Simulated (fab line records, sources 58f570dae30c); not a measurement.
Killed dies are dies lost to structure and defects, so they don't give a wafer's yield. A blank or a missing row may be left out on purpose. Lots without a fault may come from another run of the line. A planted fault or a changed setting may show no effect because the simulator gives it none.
Problem report in the 8D (eight disciplines) form, filled by code | flow berkeley_cmos170 | the parts of the form that need people (team, actions taken, sign-off) are left out

1. THE PROBLEM
oes_product_au at UCB170_NWELL_ETCH_13 reads a mean of 0.765 a.u. on 6 wafers of 2 lots; wafers without a fault read 0.941 a.u. with a standard deviation of 0.015. That is -12 standard deviations from the usual mean.
The step: etches Si3N4 in CH3F/Ar/O2, stops on SiO2, target depth 246.4 nm, time 154 s.
First seen on wafer L986.1, day 3 12:37, on rie_diel-03. The record holds 42 wafers of 14 lots with a number at this step. Rule for "out", or "out of limits": more than 4 standard deviations from the usual mean. The other wafers with a number count as sound.

2. WHAT IT IS AND WHAT IT IS NOT
question                    | is                     | is not
which readings at this step | oes_product_au         | drypump_motor_current_A, throttle_valve_pct
which lots                  | L986, L990             | L100, L101, L102, L103, L104, L982, L983, L984, L989, L994, L995, L996
which wafers of those lots  | all that have a number | -
read on which tools         | rie_diel-03            | rie_diel-02, rie_diel-04
when                        | from day 3 12:37       | up to then (9 sound wafers); but 27 sound wafers of L100, L101, L102, L103, L104, L989, L994, L995, L996 came after

3. SUSPECTS, AND WHAT RULES EACH OUT
Counting: a tool at a process step up to the reading stays a suspect if it ran every lot that is out and no sound lot after the first of them.
- rie_diel-03 at UCB170_NWELL_ETCH_13 (etches Si3N4 in CH3F/Ar/O2, stops on SiO2, target depth 246.4 nm, time 154 s): ruled out as a lasting fault. Sound lots L100, L101, L102 ran on it after its first lot that is out, L986 (day 3 12:37).
Left after counting: nothing in the record.

4. THE CAUSE (what the simulator had put in)
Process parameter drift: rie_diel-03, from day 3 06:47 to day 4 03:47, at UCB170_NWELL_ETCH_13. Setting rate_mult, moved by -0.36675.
Counting ruled it out, wrongly.

5. THE CHAIN OF EFFECTS, in route order
Each row: a reading whose mean over the struck wafers that have a number lies more than 3 standard deviations from the usual. Only readings for which the record gives a usual standard deviation are gone through. hours: the time from each lot's start at the first step in this table that gives one to its start at this step, as a median over the lots. sigmas: the change in usual standard deviations.
hours | step                  | reading                  | usual      | on struck wafers | change | sigmas
0     | UCB170_NWELL_ETCH_13  | oes_product_au           | 0.941 a.u. | 0.765            | -0.176 | -12
0     | UCB170_NWELL_STRIP_15 | strip_time_to_endpoint_s | 18.07 s    | 19.49            | +1.42  | +15
The process steps in it:
- UCB170_NWELL_ETCH_13: etches Si3N4 in CH3F/Ar/O2, stops on SiO2, target depth 246.4 nm, time 154 s.
- UCB170_NWELL_STRIP_15: strips in O2.

6. WHAT WOULD HAVE CAUGHT IT SOONER
In this record the first reading out of limits was taken at day 3 12:37, 6 hours after the fault began at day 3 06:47.
